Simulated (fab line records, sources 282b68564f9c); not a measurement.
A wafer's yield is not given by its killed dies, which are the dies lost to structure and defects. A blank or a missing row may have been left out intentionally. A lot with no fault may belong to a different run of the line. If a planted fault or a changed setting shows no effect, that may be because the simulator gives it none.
Split-lot study / flow rit-cmos / 23 wafers read from 5 lots, route of 202 steps

== THE SPLIT ==
At RIT_ACTIVE_OXIDATION_01 (target thk 46.8 nm, ox time 3360 s), the setting temp-c was moved away from the recipe's 1000 C on 15 of the 23 wafers read, by -2.7% to +1.2%. For the rest of the wafers, this setting stayed at what the recipe calls for.

There is no step in the file separating the split from the reading.

== THE READING ==
ACTIVE_OXIDE_THK in nanometres, read at RIT_ACTIVE_THK_MEAS_02. On this fab line, fault-free wafers typically give 46.3 nm with a standard deviation of 1.1 nm.

wafer=L076.1; tool, chamber at the split=-, -; temp-c as run, C=1012; against the recipe=+1.2%; ACTIVE_OXIDE_THK, nm=53.8; against lot-mates on the recipe=no lot-mate on the recipe
wafer=L076.3; tool, chamber at the split=-, -; temp-c as run, C=1012; against the recipe=+1.2%; ACTIVE_OXIDE_THK, nm=53.3; against lot-mates on the recipe=no lot-mate on the recipe
wafer=L076.4; tool, chamber at the split=-, -; temp-c as run, C=1012; against the recipe=+1.2%; ACTIVE_OXIDE_THK, nm=52.4; against lot-mates on the recipe=no lot-mate on the recipe
wafer=L076.5; tool, chamber at the split=-, -; temp-c as run, C=1012; against the recipe=+1.2%; ACTIVE_OXIDE_THK, nm=52.9; against lot-mates on the recipe=no lot-mate on the recipe
wafer=L076.6; tool, chamber at the split=-, -; temp-c as run, C=1012; against the recipe=+1.2%; ACTIVE_OXIDE_THK, nm=53.4; against lot-mates on the recipe=no lot-mate on the recipe
wafer=L077.1; tool, chamber at the split=-, -; temp-c as run, C=973; against the recipe=-2.7%; ACTIVE_OXIDE_THK, nm=37.6; against lot-mates on the recipe=no lot-mate on the recipe
wafer=L077.2; tool, chamber at the split=-, -; temp-c as run, C=973; against the recipe=-2.7%; ACTIVE_OXIDE_THK, nm=37.8; against lot-mates on the recipe=no lot-mate on the recipe
wafer=L077.4; tool, chamber at the split=-, -; temp-c as run, C=973; against the recipe=-2.7%; ACTIVE_OXIDE_THK, nm=37.6; against lot-mates on the recipe=no lot-mate on the recipe
wafer=L077.5; tool, chamber at the split=-, -; temp-c as run, C=973; against the recipe=-2.7%; ACTIVE_OXIDE_THK, nm=37.6; against lot-mates on the recipe=no lot-mate on the recipe
wafer=L077.6; tool, chamber at the split=-, -; temp-c as run, C=973; against the recipe=-2.7%; ACTIVE_OXIDE_THK, nm=38.2; against lot-mates on the recipe=no lot-mate on the recipe
wafer=L078.1; tool, chamber at the split=-, -; temp-c as run, C=1000; against the recipe=recipe; ACTIVE_OXIDE_THK, nm=45.9; against lot-mates on the recipe=-
wafer=L078.2; tool, chamber at the split=-, -; temp-c as run, C=1000; against the recipe=recipe; ACTIVE_OXIDE_THK, nm=46.6; against lot-mates on the recipe=-
wafer=L078.3; tool, chamber at the split=-, -; temp-c as run, C=1000; against the recipe=recipe; ACTIVE_OXIDE_THK, nm=47.1; against lot-mates on the recipe=-
wafer=L078.4; tool, chamber at the split=-, -; temp-c as run, C=1000; against the recipe=recipe; ACTIVE_OXIDE_THK, nm=46.1; against lot-mates on the recipe=-
wafer=L078.5; tool, chamber at the split=-, -; temp-c as run, C=1000; against the recipe=recipe; ACTIVE_OXIDE_THK, nm=46.4; against lot-mates on the recipe=-
wafer=L081.1; tool, chamber at the split=-, -; temp-c as run, C=990.5; against the recipe=-0.9%; ACTIVE_OXIDE_THK, nm=40.0; against lot-mates on the recipe=no lot-mate on the recipe
wafer=L081.2; tool, chamber at the split=-, -; temp-c as run, C=990.5; against the recipe=-0.9%; ACTIVE_OXIDE_THK, nm=40.7; against lot-mates on the recipe=no lot-mate on the recipe
wafer=L081.4; tool, chamber at the split=-, -; temp-c as run, C=990.5; against the recipe=-0.9%; ACTIVE_OXIDE_THK, nm=40.5; against lot-mates on the recipe=no lot-mate on the recipe
wafer=L081.5; tool, chamber at the split=-, -; temp-c as run, C=990.5; against the recipe=-0.9%; ACTIVE_OXIDE_THK, nm=40.5; against lot-mates on the recipe=no lot-mate on the recipe
wafer=L081.6; tool, chamber at the split=-, -; temp-c as run, C=990.5; against the recipe=-0.9%; ACTIVE_OXIDE_THK, nm=41.0; against lot-mates on the recipe=no lot-mate on the recipe
wafer=L083.1; tool, chamber at the split=furnace-03, 0; temp-c as run, C=1000; against the recipe=recipe; ACTIVE_OXIDE_THK, nm=46.1; against lot-mates on the recipe=-
wafer=L083.4; tool, chamber at the split=furnace-03, 0; temp-c as run, C=1000; against the recipe=recipe; ACTIVE_OXIDE_THK, nm=45.5; against lot-mates on the recipe=-
wafer=L083.6; tool, chamber at the split=furnace-03, 0; temp-c as run, C=1000; against the recipe=recipe; ACTIVE_OXIDE_THK, nm=46.0; against lot-mates on the recipe=-

FIT RESULTS
A straight line over all 23 wafers: ACTIVE_OXIDE_THK changes by +3.93 nm for each +1% of temp-c; r = +0.95; the points scatter about the line by 1.7 nm.
Too few moved wafers with a lot-mate on the recipe to fit a line net of each lot's own level.

== THE WHOLE CHAIN: every reading that the file lists as answering this split, in the file's order ==
step=RIT_ACTIVE_OXIDATION_01; what it does=target thk 46.8 nm, ox time 3360 s; reading=SiO2_of_ACTIVE_OXIDATION_01.thk-nm (the simulator's own value, which no gauge read); change (the file's fit)=+3.93 nm for each +1% of the setting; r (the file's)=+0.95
step=RIT_ACTIVE_THK_MEAS_02; what it does=; reading=ACTIVE_OXIDE_THK; change (the file's fit)=+3.93 for each +1% of the setting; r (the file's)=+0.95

== THE FILE'S OWN FIT ==
ACTIVE_OXIDE_THK changes by +3.93 nm for each +1% of temp-c, r = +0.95.
